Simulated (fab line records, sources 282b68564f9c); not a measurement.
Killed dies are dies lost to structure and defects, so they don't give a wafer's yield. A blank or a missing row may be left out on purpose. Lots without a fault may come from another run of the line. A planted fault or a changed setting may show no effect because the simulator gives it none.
fab line records | flow rit_cmos
record lots=16 wafers=48 last_day=7
route steps=202 shown GATE@89
lots that met no fault: from a run of the same line without faults
start_h: hours from the record's first day to the start of the lot's first wafer shown | wait_h: hours since the lot's step before | " the same as in the row above | L1.1+2: a row that stands for several wafers | - no value, or no start given | * or withheld: withheld | < > ~ a bound
route shown NAME@n: a module of which the file shows steps, and the number in the route of the first | usual: mean/standard deviation of fault-free wafers | same: alike in all rows | chamber/n: place in a boat | sites: the reading at each site | _std_site: their standard deviation | _edge_site: outer sites' mean less inner sites' | radius_mm: how far each site lies from the wafer's centre | mask NAME#n: copy n | behind: the tool/chamber that last shaped the wafer | hold: why the lot was held/for how many hours/how that ended | device: the transistor (n, p or np) that didn't switch | end of line: the same wafers' tests at the end of the route | a step without rows: its recipe alone | killed: dies lost to structure and defects at the first sort, not the wafer's yield | map: a wafer's dies, x killed, . not, _ none there
set.NAME: the setting as run; set.NAME@STEP: as run at that earlier step | model.NAME: the simulator's own value behind a step, which no gauge read
steps of the route over a sample of lots; a table a step, a row a wafer
services: from which hour (start_h, from the record's first day; less than 0 if before it) a tool's chamber was out of use, for how many hours, and why
## steps
# step RIT_GATE_EXPOSE_13
# recipe mask_id=M6 na=0.6 source_shape=conventional sigma_outer=0.6 target_cd_nm=150 dose_mj=380
# usual exposure_dose_mJ_cm2=379.0/1.4
# columns lot.wafer tool chamber start_h wait_h mask exposure_dose_mJ_cm2
L686.1 iline_stepper-02 0 38.77 0.2 M6#0 377.0
L686.3 " 0 " " M6#0 377.4
L686.4 " 0 " " M6#0 377.7
L687.1 iline_stepper-01 0 42.70 0.2 M6#0 379.7
L687.2 " 0 " " M6#0 380.0
L687.5 " 0 " " M6#0 380.1
L688.1 iline_stepper-01 0 45.93 0.1 M6#0 380.3
L688.3 " 0 " " M6#0 380.6
L688.5 " 0 " " M6#0 380.0
L689.1 iline_stepper-01 0 50.58 0.1 M6#0 379.6
L689.2 " 0 " " M6#0 380.0
L689.6 " 0 " " M6#0 379.6
L690.2 iline_stepper-01 0 58.20 0.1 M6#0 380.9
L690.4 " 0 " " M6#0 380.5
L690.5 " 0 " " M6#0 380.3
L691.2 iline_stepper-01 0 63.20 0.1 M6#0 351.9
L691.3 " 0 " " M6#0 351.9
L691.6 " 0 " " M6#0 352.0
L692.1 iline_stepper-01 0 66.25 0.1 M6#0 357.6
L692.2 " 0 " " M6#0 357.5
L692.3 " 0 " " M6#0 357.7
L693.1 iline_stepper-01 0 71.17 0.1 M6#0 362.7
L693.3 " 0 " " M6#0 363.2
L693.5 " 0 " " M6#0 363.1
L694.1 iline_stepper-01 0 75.95 0.1 M6#0 365.7
L694.2 " 0 " " M6#0 366.4
L694.3 " 0 " " M6#0 366.4
L698.2 iline_stepper-02 0 95.60 0.2 M6#0 376.9
L698.4 " 0 " " M6#0 377.2
L698.5 " 0 " " M6#0 377.2
L701.1 iline_stepper-02 0 111.39 0.2 M6#0 377.0
L701.2 " 0 " " M6#0 377.4
L701.3 " 0 " " M6#0 377.5
L704.1 iline_stepper-02 0 131.96 0.1 M6#0 377.0
L704.4 " 0 " " M6#0 377.5
L704.6 " 0 " " M6#0 376.8
L706.1 iline_stepper-02 0 140.69 0.2 M6#0 377.4
L706.2 " 0 " " M6#0 377.1
L706.3 " 0 " " M6#0 377.8
L707.2 iline_stepper-02 0 146.11 0.1 M6#0 378.0
L707.4 " 0 " " M6#0 377.4
L707.5 " 0 " " M6#0 377.0
L708.3 iline_stepper-02 0 148.48 0.1 M6#0 377.0
L708.5 " 0 " " M6#0 376.7
L708.6 " 0 " " M6#0 377.1
L709.1 iline_stepper-02 0 152.43 0.1 M6#0 377.5
L709.5 " 0 " " M6#0 376.8
L709.6 " 0 " " M6#0 377.4
# step RIT_GATE_CD_MEAS_16
# recipe target_cd_nm=150
# usual cd_nm=147.7/2.5
# columns lot.wafer tool chamber start_h wait_h cd_nm
L686.1 cd_sem-02 - 39.17 - 147.1
L686.3 " - " " 146.2
L686.4 " - " " 146.0
L687.1 cd_sem-02 - 43.10 - 145.4
L687.2 " - " " 147.0
L687.5 " - " " 149.0
L688.1 cd_sem-02 - 46.33 - 146.0
L688.3 " - " " 146.4
L688.5 " - " " 145.7
L689.1 cd_sem-02 - 50.98 - 152.0
L689.2 " - " " 148.9
L689.6 " - " " 150.2
L690.2 cd_sem-02 - 58.63 - 146.6
L690.4 " - " " 147.0
L690.5 " - " " 147.7
L691.2 cd_sem-02 - 63.70 - 184.9
L691.3 " - " " 184.3
L691.6 " - " " 185.1
L692.1 cd_sem-02 - 66.65 - 181.0
L692.2 " - " " 182.2
L692.3 " - " " 182.4
L693.1 cd_sem-02 - 71.59 - 170.5
L693.3 " - " " 168.8
L693.5 " - " " 168.2
L694.1 cd_sem-01 - 76.41 - 167.3
L694.2 " - " " 169.3
L694.3 " - " " 166.6
L698.2 cd_sem-02 - 96.00 - 147.1
L698.4 " - " " 148.8
L698.5 " - " " 146.0
L701.1 cd_sem-01 - 111.79 - 148.9
L701.2 " - " " 146.7
L701.3 " - " " 148.6
L704.1 cd_sem-02 - 132.36 - 144.6
L704.4 " - " " 145.4
L704.6 " - " " 144.1
L706.1 cd_sem-02 - 141.09 - 146.9
L706.2 " - " " 147.0
L706.3 " - " " 146.0
L707.2 cd_sem-02 - 146.51 - 147.2
L707.4 " - " " 147.9
L707.5 " - " " 146.4
L708.3 cd_sem-02 - 148.88 - 143.1
L708.5 " - " " 145.1
L708.6 " - " " 141.8
L709.1 cd_sem-02 - 152.83 - 151.1
L709.5 " - " " 148.5
L709.6 " - " " 147.7
## services
# columns tool chamber start_h hours kind
iline_stepper-01 - 30.54 1.7 pm
iline_stepper-02 - 63.48 0.7 repair
iline_stepper-01 0 96.05 - calibration
iline_stepper-02 - 108.39 1.7 pm
## key
first_sign step=RIT_GATE_EXPOSE_13 reading=exposure_dose_mJ_cm2 direction=down sigmas=14 usual=379.0 struck=359.7
effect step=RIT_GATE_CD_MEAS_16 reading=cd_nm direction=up sigmas=11 usual=147.7 struck=175.9 through=control_loop
met_at RIT_GATE_EXPOSE_13
struck_lots L691,L692,L693,L694
later_rows_left_out L691.2,L691.3,L691.6,L692.1,L692.2,L692.3
sort_left_out L691.2,L691.3,L691.6,L692.1,L692.2,L692.3,L693.1,L693.3,L693.5,L694.1,L694.2,L694.3
tester_left_out L691,L692,L693,L694
loop_trim step=RIT_GATE_EXPOSE_13 setting=dose lots=L692,L693,L694
onset_between 58.20 63.20
fault kind=process_parameter_drift tool=iline_stepper-01 chamber=- onset_h=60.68 steps=RIT_GATE_EXPOSE_13 channel=dose_mj offset=-28.224 shape=step acts_in=these_recipes_only stated=380
# tester_left_out: of these lots the tester's yield and bins aren't shown, on N5 and GAA mostly nor the transistor test; their killed dies are dies lost to structure and defects alone, not to doping, threshold or leakage, so they don't give the yield
# sort_left_out: the simulated sort isn't trusted on such a fault, so these wafers' sort isn't shown, and their yield isn't known
# later_rows_left_out: the simulator's readings of these wafers behind a module that went badly wrong aren't trusted and aren't shown, but for the sort
# loop_trim: a control loop set the setting to another value than it would have without faults
